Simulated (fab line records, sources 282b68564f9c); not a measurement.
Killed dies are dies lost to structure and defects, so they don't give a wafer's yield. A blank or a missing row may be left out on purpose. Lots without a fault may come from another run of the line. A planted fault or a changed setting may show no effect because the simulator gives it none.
Which tool did it? | flow rit_cmos | 13 lots, 39 wafers sampled, at 5 steps of a route of 202

WHAT THE GAUGES READ, wafer by wafer
RIT_PSD_OVL_MEAS_06.
lot  | measured    | on         | PSD_OVL (nm)
L395 | day 3 00:13 | overlay-02 | -1.1 -1.5 -1.6
L397 | day 3 11:39 | overlay-01 | -1.0 0.6 -0.4
L398 | day 3 16:07 | overlay-01 | 1.5 0.3 0.6
L399 | day 3 22:47 | overlay-01 | -0.4 -1.5 0.3
L400 | day 4 03:20 | overlay-01 | -0.2 0.0 0.6
L401 | day 4 07:41 | overlay-02 | 0.0 1.6 -1.4
L402 | day 4 11:41 | overlay-01 | -1.8 -2.7 -4.1
L403 | day 5 02:25 | overlay-01 | -1.7 1.9 -0.1
L410 | day 6 08:28 | overlay-01 | -1.3 0.1 -1.0
L414 | day 6 23:38 | overlay-01 | 0.6 2.4 0.7
L415 | day 7 04:29 | overlay-02 | -3.3 -3.7 -3.9
L416 | day 7 08:59 | overlay-02 | -1.1 -1.8 1.2
L418 | day 7 23:07 | overlay-01 | 1.8 -0.1 0.4

RIT_CONTACT_THK_MEAS_01.
lot  | measured    | on            | CONTACT_TEOS_THK (nm)
L395 | day 3 02:19 | film_metro-03 | 399 390 404
L397 | day 3 13:43 | film_metro-04 | 401 406 403
L398 | day 3 18:14 | film_metro-01 | 395 405 406
L399 | day 4 00:52 | film_metro-04 | 396 397 401
L400 | day 4 05:24 | film_metro-03 | 393 401 399
L401 | day 4 09:44 | film_metro-01 | 402 393 401
L402 | day 4 13:45 | film_metro-04 | 400 393 400
L403 | day 5 04:28 | film_metro-04 | 387 394 399
L410 | day 6 10:34 | film_metro-04 | 499 403 509
L414 | day 7 01:40 | film_metro-03 | 397 396 398
L415 | day 7 06:33 | film_metro-01 | 395 399 400
L416 | day 7 11:02 | film_metro-04 | 400 401 406
L418 | day 8 01:18 | film_metro-04 | 397 401 393

WHICH TOOL RAN EACH LOT (tool, then ch and the chambers of the sampled wafers, then the start)
lot  | RIT_PWELL_STRIP_09                  | RIT_SILICIDE_RTA_06             | RIT_CONTACT_CVD_00
L395 | plasma_asher-03 ch 0,1, day 1 23:04 | rtp_anneal-01 ch 0, day 3 02:12 | pecvd-02 ch 1,2, day 3 02:16
L397 | plasma_asher-02 ch 0,1, day 2 09:58 | rtp_anneal-01 ch 0, day 3 13:36 | pecvd-04 ch 0,1, day 3 13:38
L398 | plasma_asher-02 ch 0,1, day 2 14:20 | rtp_anneal-02 ch 0, day 3 18:07 | pecvd-02 ch 0,1,2, day 3 18:10
L399 | plasma_asher-03 ch 0,1, day 2 20:17 | rtp_anneal-01 ch 0, day 4 00:45 | pecvd-03 ch 0,1,2, day 4 00:49
L400 | plasma_asher-01 ch 0,1, day 2 23:33 | rtp_anneal-02 ch 0, day 4 05:17 | pecvd-04 ch 1,2, day 4 05:20
L401 | plasma_asher-03 ch 0,1, day 3 05:20 | rtp_anneal-02 ch 0, day 4 09:38 | pecvd-02 ch 0,1,2, day 4 09:41
L402 | plasma_asher-01 ch 0,1, day 3 10:39 | rtp_anneal-02 ch 0, day 4 13:38 | pecvd-03 ch 0,1, day 4 13:42
L403 | plasma_asher-03 ch 0,1, day 3 16:52 | rtp_anneal-02 ch 0, day 5 04:21 | pecvd-04 ch 0,1,2, day 5 04:25
L410 | plasma_asher-01 ch 0,1, day 5 06:24 | rtp_anneal-02 ch 0, day 6 10:26 | pecvd-02 ch 0,2, day 6 10:30
L414 | plasma_asher-02 ch 0,1, day 5 21:34 | rtp_anneal-01 ch 0, day 7 01:33 | pecvd-03 ch 1,2, day 7 01:37
L415 | plasma_asher-02 ch 0,1, day 6 02:52 | rtp_anneal-02 ch 0, day 7 06:26 | pecvd-04 ch 0,1, day 7 06:29
L416 | plasma_asher-01 ch 0,1, day 6 07:16 | rtp_anneal-01 ch 0, day 7 10:55 | pecvd-03 ch 1,2, day 7 10:59
L418 | plasma_asher-02 ch 0,1, day 6 20:02 | rtp_anneal-01 ch 0, day 8 01:11 | pecvd-04 ch 0,1,2, day 8 01:14
- RIT_PWELL_STRIP_09: strips in O2, time 180 s.
- RIT_SILICIDE_RTA_06: time 10 s, ramp up 5 s, ramp down 10 s.
- RIT_CONTACT_CVD_00: deposits SiO2 from TEOS, target thk 400 nm, time 61 s.

WHAT THE TOOLS THEMSELVES READ (means of the sampled wafers that have a number; where no wafer has one, the mark that the record gives instead)
RIT_PWELL_STRIP_09.
lot  | tool            | drypump_motor_current_A (A) | o2_flow_sccm (sccm)
L395 | plasma_asher-03 | 5.28                        | 3999
L397 | plasma_asher-02 | 5.37                        | 4013
L398 | plasma_asher-02 | 5.40                        | 3999
L399 | plasma_asher-03 | 5.28                        | 4006
L400 | plasma_asher-01 | 5.27                        | 4005
L401 | plasma_asher-03 | 5.60                        | 3992
L402 | plasma_asher-01 | 5.29                        | 3995
L403 | plasma_asher-03 | 5.59                        | 3999
L410 | plasma_asher-01 | 5.30                        | 4008
L414 | plasma_asher-02 | 5.39                        | 4009
L415 | plasma_asher-02 | 5.39                        | 4002
L416 | plasma_asher-01 | 5.27                        | 4007
L418 | plasma_asher-02 | 5.37                        | 3991

RIT_SILICIDE_RTA_06.
lot  | tool          | wafer_temp_C_max
L395 | rtp_anneal-01 | 754.6
L397 | rtp_anneal-01 | 753.7
L398 | rtp_anneal-02 | 753.4
L399 | rtp_anneal-01 | 753.7
L400 | rtp_anneal-02 | 753.6
L401 | rtp_anneal-02 | 753.2
L402 | rtp_anneal-02 | 753.4
L403 | rtp_anneal-02 | 753.6
L410 | rtp_anneal-02 | 753.9
L414 | rtp_anneal-01 | 753.8
L415 | rtp_anneal-02 | 753.2
L416 | rtp_anneal-01 | 754.3
L418 | rtp_anneal-01 | 755.2

RIT_CONTACT_CVD_00.
lot  | tool     | heater_power_w (W)
L395 | pecvd-02 | 255
L397 | pecvd-04 | 333
L398 | pecvd-02 | 323
L399 | pecvd-03 | 355
L400 | pecvd-04 | 340
L401 | pecvd-02 | 306
L402 | pecvd-03 | 362
L403 | pecvd-04 | 336
L410 | pecvd-02 | 369
L414 | pecvd-03 | 380
L415 | pecvd-04 | 307
L416 | pecvd-03 | 369
L418 | pecvd-04 | 361

THE ANSWER, worked out from the rows above alone
Rule: what is usual is taken from the lots themselves. Put in order of their means at a reading, lots are off if they are a third of the lots or fewer, leave a main group of 4 or more, and stand apart from it by a gap of 3 or more times the standard deviation of the main group's means; of several such gaps the widest counts. A main group whose means are all the same, to the digits that the tables above print for the reading, isn't used. A lot without any number at a reading at which 4 lots or more have one is off too. The other lots that the step has rows for count as sound. The gauges are gone through in route order, then the tools' own readings, and for those a lot's mean is taken as printed above. The first step at which some lot is off is used, and at that step the reading that is off furthest; a lot without a number counts as furthest.
Off: L410, at RIT_CONTACT_THK_MEAS_01 (CONTACT_TEOS_THK). The main group: mean 399 nm, standard deviation 2.6.
A tool fits if, at a process step before that reading, it ran every lot that is off, and no sound lot after the first of them. The gauges at RIT_CONTACT_THK_MEAS_01 are tried like those tools. One fits: pecvd-02 at RIT_CONTACT_CVD_00. Its last sound lot is L401 (day 4 09:41), its first lot that is off L410 (day 6 10:30): a fault that began between those two fits.

WHAT THE SIMULATOR HAD PUT IN
Process parameter drift: pecvd-02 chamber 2, from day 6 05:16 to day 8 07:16, at RIT_CONTACT_CVD_00. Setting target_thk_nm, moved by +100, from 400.
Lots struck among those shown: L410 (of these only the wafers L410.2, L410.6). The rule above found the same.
